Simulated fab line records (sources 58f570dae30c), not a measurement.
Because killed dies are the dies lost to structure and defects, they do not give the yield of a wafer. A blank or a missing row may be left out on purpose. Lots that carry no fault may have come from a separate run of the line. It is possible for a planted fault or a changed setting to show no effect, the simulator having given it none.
Which of the tools did it? -- flow berkeley_cmos170 -- 21 wafers from 7 lots sampled at 3 of the route's 331 steps

WHAT EACH GAUGE READ, for each wafer
UCB170_SDANNEAL_RS_MEAS_02: measurement is done with a four-point probe.
lot,measured,on,PSD_RS (ohm/sq)
L223,day 9 01:11,film_metro-02,75.21 75.38 75.30
L226,day 9 01:04,film_metro-03,75.53 75.14 75.27
L228,day 9 01:23,film_metro-01,75.96 75.83 75.96
L230,day 10 10:43,film_metro-02,105.10 105.15 104.57
L232,day 10 10:22,film_metro-03,75.20 75.31 75.44
L241,day 11 20:02,film_metro-01,76.06 76.12 75.88
L243,day 12 16:55,film_metro-01,75.84 75.92 75.90

EACH LOT AND THE TOOL THAT RAN IT (in order: tool; ch and the chambers of the sampled wafers; start)
lot,UCB170_BACKSIDE_STRIP_03,UCB170_SDANNEAL_RTA_01
L223,"plasma_asher-04 ch 0,1, day 9 00:42","rtp_anneal-02 ch 0, day 9 01:03"
L226,"plasma_asher-01 ch 0,1, day 9 00:39","rtp_anneal-01 ch 0, day 9 01:00"
L228,"plasma_asher-02 ch 0, day 9 00:56","rtp_anneal-01 ch 0, day 9 01:19"
L230,"plasma_asher-01 ch 0,1, day 10 10:19","rtp_anneal-01 ch 0, day 10 10:39"
L232,"plasma_asher-02 ch 0,1, day 10 09:53","rtp_anneal-02 ch 0, day 10 10:19"
L241,"plasma_asher-02 ch 0,1, day 11 19:37","rtp_anneal-02 ch 0, day 11 19:57"
L243,"plasma_asher-04 ch 0,1, day 12 16:30","rtp_anneal-02 ch 0, day 12 16:51"
- UCB170_BACKSIDE_STRIP_03: strips in O2.
- UCB170_SDANNEAL_RTA_01: time 5 s.

THE ANSWER, worked out from the rows above alone
Rule: the lots themselves supply what counts as usual. Put in order of their means at a reading, lots are off if they are a third of the lots or fewer, leave a main group of 4 or more, and stand apart from it by a gap of 3 or more times the standard deviation of the main group's means; of several such gaps the widest counts. A main group whose means are all the same, to the digits that the tables above print for the reading, isn't used. A lot without any number at a reading at which 4 lots or more have one is off too. Where the step has rows for the other lots, those lots are counted as sound.
Off: at UCB170_SDANNEAL_RS_MEAS_02 (PSD_RS), L230. Main group: mean 75.62 ohm/sq, sd 0.32.
If a tool, at a process step before that reading, ran all the lots that are off and no sound lot after the first of them, it fits. Gauges at UCB170_SDANNEAL_RS_MEAS_02: tried the same way as those tools. Can't be told from this: 3 tools fit, plasma_asher-01 at UCB170_BACKSIDE_STRIP_03, rtp_anneal-01 at UCB170_SDANNEAL_RTA_01, film_metro-02 at UCB170_SDANNEAL_RS_MEAS_02.

WHAT THE SIMULATOR HAD INSERTED
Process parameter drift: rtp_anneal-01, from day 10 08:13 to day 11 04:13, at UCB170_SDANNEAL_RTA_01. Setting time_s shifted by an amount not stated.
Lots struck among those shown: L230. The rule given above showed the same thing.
